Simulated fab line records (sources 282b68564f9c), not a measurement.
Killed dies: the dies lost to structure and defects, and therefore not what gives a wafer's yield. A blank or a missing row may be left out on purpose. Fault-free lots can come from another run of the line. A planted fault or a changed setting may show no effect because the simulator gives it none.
A lot that was struck, set against a sound lot    flow ritCmos    43 steps out of a route of 202
Sound: the wafers L887.1, L887.4, L887.5. The struck wafers were L891.1, L891.3, L891.4. At the end, the cause is stated.
At each step with rows: each side's tool, then ch and its chambers, then its first start. Under that, the readings that differ: sound wafers    struck wafers    difference of the means    sigmas: that difference in standard deviations of wafers without a fault.
alike: words and numbers the same on both sides, and readings whose means are apart by under 2 such deviations; not compared: readings that were withheld, readings missing a value for some wafer, numbers with overlapping values and no deviation given by the record, and bounds like >300 which may hide the same value.
Wherever a step has rows on one side only, a row that says differs or no value, or a row with sigmas, the two part there. When numbers do not overlap yet have no deviation, they are printed without sigmas and do not part them. A reading missing from all wafers of one side parts the sides only when that side holds two or more wafers.

first, 6 steps without rows for these wafers: RIT_PLDD_HMDS_00 (prime time 60 s); RIT_PLDD_COAT_01 (resist thk 1000 nm); RIT_PLDD_SOFTBAKE_02 (time 60 s); RIT_PLDD_EXPOSE_03 (exposes mask M8, target cd 40900 nm); RIT_PLDD_PEB_04; RIT_PLDD_DEVELOP_05 (develop time 50 s).
RIT_PLDD_OVL_MEAS_06:
  sound on overlay-01 at day 5 15:07; struck on overlay-02 at day 6 10:34
  alike: PLDD_OVL
then, 2 steps without rows for these wafers: RIT_PLDD_HARDBAKE_07 (time 60 s); RIT_PLDD_IMPLANT_08.
RIT_PLDD_STRIP_09: strips in O2, time 180 s.
  sound on plasmaAsher-04 ch 0,1, day 5 15:27; struck on plasmaAsher-03 ch 0,1, day 6 10:54
  alike: drypumpMotorCurrentA
  not compared: rfHoursCounterH
RIT_PLDD_TW_MEAS_10:
  sound on filmMetro-03 at day 5 15:38; struck on filmMetro-03 at day 6 11:04
  alike: PLDD_TW
then, 1 step without rows for these wafers: RIT_SPACER_CLEAN_00 (cleans in SC1, time 600 s).
RIT_SPACER_CLEAN_01: cleans in dHF, time 30 s.
  sound on wetBench-02 ch 0, day 5 15:52; struck on wetBench-03 ch 2, day 6 11:19
then, 2 steps without rows for these wafers: RIT_SPACER_CLEAN_02 (cleans in SC2, time 600 s); RIT_SPACER_CVD_03 (deposits Si3N4 from SiH2Cl2/NH3, target thk 250 nm, time 3300 s).
RIT_SPACER_THK_MEAS_04:
  sound on filmMetro-04 at day 5 18:56; struck on filmMetro-03 at day 6 13:25
  alike: SPACER_NITRIDE_THK
RIT_SPACER_ETCHBACK_05: etches Si3N4 in SF6/CHF3, stops on SiO2, target depth 250 nm, time 240 s.
  sound on rieDiel-03 ch 0,1, day 5 18:59; struck on rieDiel-01 ch 0,1, day 6 13:29
reading                   sound        struck       difference  sigmas
drypumpMotorCurrentA (A)  5.2 5.3 5.2  6.3 6.5 6.5  +1.2        +2
  alike: SF6_flow_sccm, oesProductAu, throttleValvePct
  not compared: rfHoursCounterH
then, 6 steps without rows for these wafers: RIT_NSD_HMDS_00 (prime time 60 s); RIT_NSD_COAT_01 (resist thk 1000 nm); RIT_NSD_SOFTBAKE_02 (time 60 s); RIT_NSD_EXPOSE_03 (exposes mask M9, target cd 40700 nm); RIT_NSD_PEB_04; RIT_NSD_DEVELOP_05 (develop time 50 s).
RIT_NSD_OVL_MEAS_06:
  sound on overlay-01 at day 5 19:59; struck on overlay-02 at day 6 14:36
  alike: NSD_OVL
then, 2 steps without rows for these wafers: RIT_NSD_HARDBAKE_07 (time 60 s); RIT_NSD_IMPLANT_08.
RIT_NSD_STRIP_09: strips in O2, time 180 s.
  sound on plasmaAsher-02 ch 0,1, day 5 20:20; struck on plasmaAsher-01 ch 0,1, day 6 14:56
  alike: drypumpMotorCurrentA
  not compared: rfHoursCounterH
RIT_NSD_TW_MEAS_10:
  sound on filmMetro-01 at day 5 20:30; struck on filmMetro-02 at day 6 15:07
  alike: NSD_TW
then, 6 steps without rows for these wafers: RIT_PSD_HMDS_00 (prime time 60 s); RIT_PSD_COAT_01 (resist thk 1000 nm); RIT_PSD_SOFTBAKE_02 (time 60 s); RIT_PSD_EXPOSE_03 (exposes mask M10, target cd 40900 nm); RIT_PSD_PEB_04; RIT_PSD_DEVELOP_05 (develop time 50 s).
RIT_PSD_OVL_MEAS_06:
  sound on overlay-02 at day 5 21:32; struck on overlay-01 at day 6 16:17
  alike: PSD_OVL
then, 2 steps without rows for these wafers: RIT_PSD_HARDBAKE_07 (time 60 s); RIT_PSD_IMPLANT_08.
RIT_PSD_STRIP_09: strips in O2, time 180 s.
  sound on plasmaAsher-01 ch 0,1, day 5 21:52; struck on plasmaAsher-01 ch 0,1, day 6 16:40
  alike: drypumpMotorCurrentA
  not compared: rfHoursCounterH
RIT_PSD_TW_MEAS_10:
  sound on filmMetro-01 at day 5 22:03; struck on filmMetro-01 at day 6 16:50
  alike: PSD_TW
then, 3 steps without rows for these wafers: RIT_SDANNEAL_CLEAN_00 (cleans in SC1, time 600 s); RIT_SDANNEAL_CLEAN_01 (cleans in dHF, time 30 s); RIT_SDANNEAL_CLEAN_02 (cleans in SC2, time 600 s).
RIT_M1_PROBE_99:
  record: rows for the struck wafers here (prober-01, day 7 00:34), none for the sound ones

## WHERE THEY PART
First at RIT_SPACER_ETCHBACK_05; last, within this record, at RIT_M1_PROBE_99.

WHY: whatever the simulator had introduced
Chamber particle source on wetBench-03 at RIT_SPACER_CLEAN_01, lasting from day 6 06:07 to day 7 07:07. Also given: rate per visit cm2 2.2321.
